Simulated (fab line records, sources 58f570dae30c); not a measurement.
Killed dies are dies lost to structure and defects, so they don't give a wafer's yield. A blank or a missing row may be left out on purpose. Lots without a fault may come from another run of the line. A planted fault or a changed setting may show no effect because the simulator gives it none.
Which tool did it? | flow berkeley_cmos170 | 14 lots, 42 wafers sampled, at 3 steps of a route of 331

WHAT THE GAUGES READ, wafer by wafer
UCB170_V2_THK_MEAS_01. Usual: V2_TEOS_THK 2007 nm, standard deviation 24.
lot  | measured     | on            | V2_TEOS_THK (nm) | flag
L724 | day 8 15:00  | film_metro-03 | 2015 2054 2039   |
L720 | day 8 16:34  | film_metro-03 | 1998 2040 2031   |
L723 | day 9 02:16  | film_metro-03 | 2003 2006 2011   |
L726 | day 9 14:13  | film_metro-03 | 1985 2007 1999   |
L725 | day 9 14:45  | film_metro-03 | 2013 2001 2013   |
L727 | day 9 22:18  | film_metro-01 | 1993 1999 2015   |
L733 | day 10 20:41 | film_metro-02 | 1950 1943 1998   |
L731 | day 11 03:25 | film_metro-01 | 1959 2008 2014   |
L735 | day 11 03:36 | film_metro-03 | 1985 2011 2028   |
L730 | day 11 03:55 | film_metro-02 | 1998 2027 2026   |
L737 | day 11 20:37 | film_metro-01 | 1992 2022 2020   |
L740 | day 12 10:32 | film_metro-01 | 1963 2019 2011   |
L743 | day 12 21:58 | film_metro-03 | 1997 2021 2024   |
L742 | day 12 23:04 | film_metro-01 | 2006 2009 2014   |

WHICH TOOL RAN EACH LOT (tool, then ch and the chambers of the sampled wafers, then the start)
lot  | UCB170_M2_STRIP_07                   | UCB170_V2_CVD_00
L724 | plasma_asher-02 ch 0,1, day 8 10:50  | pecvd-04 ch 0,1,2, day 8 14:49
L720 | plasma_asher-01 ch 0,1, day 8 12:29  | pecvd-04 ch 0,1, day 8 16:23
L723 | plasma_asher-03 ch 0,1, day 8 21:37  | pecvd-01 ch 1,2, day 9 02:07
L726 | plasma_asher-01 ch 0,1, day 9 10:10  | pecvd-04 ch 0,1, day 9 14:03
L725 | plasma_asher-02 ch 0, day 9 11:35    | pecvd-01 ch 1,2, day 9 14:36
L727 | plasma_asher-03 ch 0,1, day 9 19:37  | pecvd-04 ch 1,2, day 9 22:08
L733 | plasma_asher-03 ch 0,1, day 10 18:49 | pecvd-02 ch 0,2, day 10 20:32
L731 | plasma_asher-02 ch 0,1, day 10 23:02 | pecvd-01 ch 0,1,2, day 11 03:16
L735 | plasma_asher-02 ch 0,1, day 10 23:46 | pecvd-04 ch 0,1, day 11 03:27
L730 | plasma_asher-03 ch 0,1, day 11 00:40 | pecvd-04 ch 0,1, day 11 03:44
L737 | plasma_asher-01 ch 0,1, day 11 18:13 | pecvd-01 ch 0,1, day 11 20:26
L740 | plasma_asher-01 ch 0,1, day 12 08:20 | pecvd-01 ch 0,1,2, day 12 10:22
L743 | plasma_asher-01 ch 0,1, day 12 19:46 | pecvd-02 ch 0,1,2, day 12 21:49
L742 | plasma_asher-01 ch 0, day 12 21:02   | pecvd-01 ch 1,2, day 12 22:53
- UCB170_M2_STRIP_07: strips in O2.
- UCB170_V2_CVD_00: deposits SiO2 from TEOS/O2, target thk 2000 nm, time 250 s.

WHAT THE TOOLS THEMSELVES READ (means of the sampled wafers that have a number; where no wafer has one, the mark that the record gives instead)
UCB170_M2_STRIP_07. Usual: drypump_motor_current_A 5.3 A, standard deviation 0.48; oes_product_au 0.734 a.u., standard deviation 0.0049; strip_time_to_endpoint_s 21.97 s, standard deviation 0.064.
lot  | tool            | drypump_motor_current_A (A) | oes_product_au (a.u.) | strip_time_to_endpoint_s (s) | flag
L724 | plasma_asher-02 | 5.6                         | 0.729                 | 21.99                        |
L720 | plasma_asher-01 | 5.0                         | 0.729                 | 21.87                        |
L723 | plasma_asher-03 | 5.4                         | 0.734                 | 21.89                        |
L726 | plasma_asher-01 | 5.0                         | 0.733                 | 21.97                        |
L725 | plasma_asher-02 | 5.1                         | 0.734                 | 21.93                        |
L727 | plasma_asher-03 | 5.4                         | 0.737                 | 21.95                        |
L733 | plasma_asher-03 | 5.4                         | 0.734                 | 21.94                        |
L731 | plasma_asher-02 | 5.3                         | 0.735                 | 22.05                        |
L735 | plasma_asher-02 | 5.3                         | 0.736                 | 22.10                        |
L730 | plasma_asher-03 | 5.4                         | 0.726                 | 21.99                        |
L737 | plasma_asher-01 | 5.2                         | 0.735                 | 21.95                        |
L740 | plasma_asher-01 | 5.0                         | 0.733                 | 21.94                        |
L743 | plasma_asher-01 | 5.0                         | 0.734                 | 21.98                        |
L742 | plasma_asher-01 | 4.7                         | 0.732                 | 22.07                        |

UCB170_V2_CVD_00. Usual: heater_power_w 255 W, standard deviation 62.
lot  | tool     | heater_power_w (W) | flag
L724 | pecvd-04 | 293                |
L720 | pecvd-04 | 229                |
L723 | pecvd-01 | 255                |
L726 | pecvd-04 | 204                |
L725 | pecvd-01 | 284                |
L727 | pecvd-04 | 302                |
L733 | pecvd-02 | 238                |
L731 | pecvd-01 | 225                |
L735 | pecvd-04 | 240                |
L730 | pecvd-04 | 228                |
L737 | pecvd-01 | 238                |
L740 | pecvd-01 | 261                |
L743 | pecvd-02 | 238                |
L742 | pecvd-01 | 257                |

THE ANSWER, worked out from the rows above alone
Rule: a lot is off if the mean of its wafers that have a number lies more than 3 standard deviations from the usual mean. A lot without any number at a reading at which 4 lots or more have one is off too. The other lots that the step has rows for count as sound. The gauges are gone through in route order, then the tools' own readings, and for those a lot's mean is taken as printed above. The first step at which some lot is off is used, and at that step the reading that is off furthest; a lot without a number counts as furthest.
No lot is off at any reading shown: from this, nothing can be told.

WHAT THE SIMULATOR HAD PUT IN
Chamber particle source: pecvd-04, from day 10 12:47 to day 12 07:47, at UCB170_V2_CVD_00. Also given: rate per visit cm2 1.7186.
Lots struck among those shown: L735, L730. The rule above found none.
